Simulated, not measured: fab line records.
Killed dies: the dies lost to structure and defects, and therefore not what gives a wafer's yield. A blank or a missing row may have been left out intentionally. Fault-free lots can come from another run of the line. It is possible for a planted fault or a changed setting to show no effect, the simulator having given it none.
Which tool is to blame? -- flow berkeley_cmos170 -- route of 331 steps, sampled at 1 step: 14 lots, 42 wafers

## WHAT THE GAUGES SHOWED, per wafer
The record lacks any reading of a measuring or inspecting step that a usual standard deviation could be used to judge.

## TOOL THAT RAN EACH LOT (tool first, then ch and the chambers of the sampled wafers, then the start)
lot,UCB170_NSD_PEB_04
L438,"litho_track-01, day 6 10:04"
L442,"litho_track-01, day 7 06:47"
L441,"litho_track-03 ch 0, day 7 09:41"
L443,"litho_track-01 ch 0, day 7 09:55"
L450,"litho_track-04 ch 0, day 8 14:01"
L446,"litho_track-01 ch 0, day 8 14:04"
L454,"litho_track-01 ch 0, day 9 13:17"
L453,"litho_track-01 ch 0, day 9 13:37"
L455,"litho_track-03 ch 0, day 9 15:17"
L451,"litho_track-04 ch 0, day 9 15:39"
L452,"litho_track-03 ch 0, day 9 16:02"
L456,"litho_track-03 ch 0, day 10 14:12"
L460,"litho_track-01 ch 0, day 11 05:53"
L459,"litho_track-01 ch 0, day 11 06:22"
- UCB170_NSD_PEB_04

## WHAT THE TOOLS THEMSELVES READ (means of the sampled wafers that have a number; where no wafer has one, the mark that the record gives instead)
UCB170_NSD_PEB_04. Usual: chill_plate_temp_C 23.01 C, standard deviation 0.12; exhaust_pa 45.1 Pa, standard deviation 0.89.
lot,tool,chill_plate_temp_C (C),exhaust_pa (Pa),flag
L438,litho_track-01,-,-,OFF
L442,litho_track-01,-,-,OFF
L441,litho_track-03,22.92,45.5,
L443,litho_track-01,23.04,44.9,
L450,litho_track-04,22.79,45.2,
L446,litho_track-01,23.03,44.4,
L454,litho_track-01,23.10,45.6,
L453,litho_track-01,23.02,45.7,
L455,litho_track-03,23.07,45.8,
L451,litho_track-04,23.07,45.4,
L452,litho_track-03,23.06,45.1,
L456,litho_track-03,23.00,43.8,
L460,litho_track-01,23.00,45.1,
L459,litho_track-01,22.87,45.8,

## THE ANSWER, worked out from the rows above alone
Rule: a lot counts as off when the mean over its wafers that have a number is more than 3 standard deviations away from the usual mean. Also off: a lot with no number at a reading for which 4 or more lots have one. The other lots that the step has rows for count as sound. Order of review: gauges by route order, followed by the tools' own readings, for which a lot's mean as printed above is used. The first step at which some lot is off is used, and at that step the reading that is off furthest; a lot without a number counts as furthest.
Off: L438, L442 (UCB170_NSD_PEB_04, chill_plate_temp_C). Without a number there: L438, L442.
If a tool, at that step or one of the process steps before it, ran each lot that is off and ran no sound lot following the first of them, it fits. Of those tried, none fits.

## WHAT THE SIMULATOR HAD PUT IN
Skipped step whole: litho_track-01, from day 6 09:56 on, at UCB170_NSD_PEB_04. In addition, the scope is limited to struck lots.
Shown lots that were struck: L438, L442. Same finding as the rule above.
